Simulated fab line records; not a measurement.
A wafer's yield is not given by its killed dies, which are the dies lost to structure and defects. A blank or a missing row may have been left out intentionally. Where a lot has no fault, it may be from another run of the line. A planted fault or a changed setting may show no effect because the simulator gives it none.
Which tool did it?	flow berkeley_cmos170	Sampling: 14 lots, 42 wafers, 3 of 331 route steps

== WHAT THE GAUGES READ, wafer by wafer ==
UCB170_GATE_THK_MEAS_05. Usual: GATE_POLY_THK typically reads 214.2 nm, with standard deviation 2.5.
lot	measured	on	GATE_POLY_THK (nm)	flag
L909	day 6 18:37	film_metro-01	211.6 209.9 209.8	
L910	day 7 07:06	film_metro-04	211.6 210.3 212.3	
L911	day 7 07:06	film_metro-01	212.7 214.0 213.7	
L913	day 7 21:23	film_metro-01	214.5 214.2 212.5	
L912	day 7 21:24	film_metro-04	215.2 214.2 215.4	
L917	day 8 22:08	film_metro-03	211.2 212.9 211.9	
L920	day 9 04:46	film_metro-04	218.2 216.8 217.9	
L922	day 10 04:39	film_metro-04	214.5 215.9 215.0	
L924	day 10 04:40	film_metro-01	211.6 211.6 210.5	
L923	day 10 04:43	film_metro-04	211.7 211.8 211.0	
L926	day 10 18:04	film_metro-03	213.7 214.0 213.2	
L927	day 10 18:07	film_metro-03	213.2 214.0 213.9	
L928	day 11 06:07	film_metro-04	215.8 215.2 213.9	
L929	day 11 20:55	film_metro-01	213.2 215.1 213.1	

UCB170_PLDD_OVL_MEAS_07. Usual: PLDD_OVL typically reads 3 nm, with standard deviation 7.1.
lot	measured	on	PLDD_OVL (nm)	flag
L909	day 6 21:47	overlay-01	5 -1 -2	
L910	day 7 11:36	overlay-01	-2 0 1	
L911	day 7 12:02	overlay-02	4 2 0	
L913	day 8 02:59	overlay-02	3 7 7	
L912	day 8 02:16	overlay-01	11 9 16	
L917	day 9 01:11	overlay-01	-3 -1 -2	
L920	day 9 08:02	overlay-01	0 -3 -3	
L922	day 10 08:35	overlay-02	-11 -4 -10	
L924	day 10 08:56	overlay-02	-6 -8 0	
L923	day 10 08:42	overlay-01	7 7 14	
L926	day 10 23:04	overlay-01	5 8 2	
L927	day 10 23:20	overlay-01	-1 -3 0	
L928	day 11 08:46	overlay-01	3 -1 4	
L929	day 12 00:22	overlay-02	2 4 1	

== WHICH TOOL RAN EACH LOT (tool, then ch and the chambers of the sampled wafers, then the start) ==
lot	UCB170_GATE_ETCH_14
L909	rie_diel-01 ch 0,1,3, day 6 20:06
L910	rie_diel-04 ch 0,1,3, day 7 08:31
L911	rie_diel-02 ch 0,1,3, day 7 08:47
L913	rie_diel-01 ch 1,2,3, day 8 00:35
L912	rie_diel-02 ch 1,3, day 8 00:24
L917	rie_diel-01 ch 0,1,2, day 8 23:36
L920	rie_diel-01 ch 0,2, day 9 06:17
L922	rie_diel-04 ch 1,2,3, day 10 06:35
L924	rie_diel-04 ch 1,2,3, day 10 06:50
L923	rie_diel-02 ch 0,2,3, day 10 06:51
L926	rie_diel-01 ch 0,2, day 10 20:20
L927	rie_diel-02 ch 0,1, day 10 20:44
L928	rie_diel-02 ch 0,2,3, day 11 07:10
L929	rie_diel-04 ch 0,2, day 11 22:32
- UCB170_GATE_ETCH_14: etches BARC in N2/H2.

== AS READ BY THE TOOLS THEMSELVES (means over the sampled wafers that have a number; for cases with no such wafer, the mark the record gives instead) ==
UCB170_GATE_ETCH_14. Usual: drypump_motor_current_A 5.8 A, standard deviation 0.35; oes_product_au 1.016 a.u., standard deviation 0.022; throttle_valve_pct 13.32 %, standard deviation 0.24.
lot	tool	drypump_motor_current_A (A)	oes_product_au (a.u.)	throttle_valve_pct (%)	flag
L909	rie_diel-01	6.0	1.029	13.33	
L910	rie_diel-04	5.9	1.016	13.44	
L911	rie_diel-02	5.8	0.999	13.36	
L913	rie_diel-01	5.7	1.016	13.13	
L912	rie_diel-02	5.7	1.007	13.31	
L917	rie_diel-01	5.6	1.018	13.23	
L920	rie_diel-01	5.9	1.024	13.45	
L922	rie_diel-04	5.9	1.030	13.34	
L924	rie_diel-04	5.9	1.029	13.34	
L923	rie_diel-02	5.6	0.993	13.32	
L926	rie_diel-01	5.9	1.031	13.44	
L927	rie_diel-02	5.8	0.983	13.33	
L928	rie_diel-02	5.6	0.998	13.33	
L929	rie_diel-04	5.8	1.030	13.63	

== THE ANSWER, worked out from the rows above alone ==
Rule: a lot counts as off when the mean over its wafers that have a number is more than 3 standard deviations away from the usual mean. Also off: a lot with no number at a reading for which 4 or more lots have one. Where the step has rows for the other lots, those lots are counted as sound. First the gauges in route order, then the tools' own readings, where a lot's mean is used as printed above. The first step at which some lot is off is used, and at that step the reading that is off furthest; a lot without a number counts as furthest.
No lot is off at any reading shown: from this, nothing can be told.

== WHAT HAD BEEN PUT IN BY THE SIMULATOR ==
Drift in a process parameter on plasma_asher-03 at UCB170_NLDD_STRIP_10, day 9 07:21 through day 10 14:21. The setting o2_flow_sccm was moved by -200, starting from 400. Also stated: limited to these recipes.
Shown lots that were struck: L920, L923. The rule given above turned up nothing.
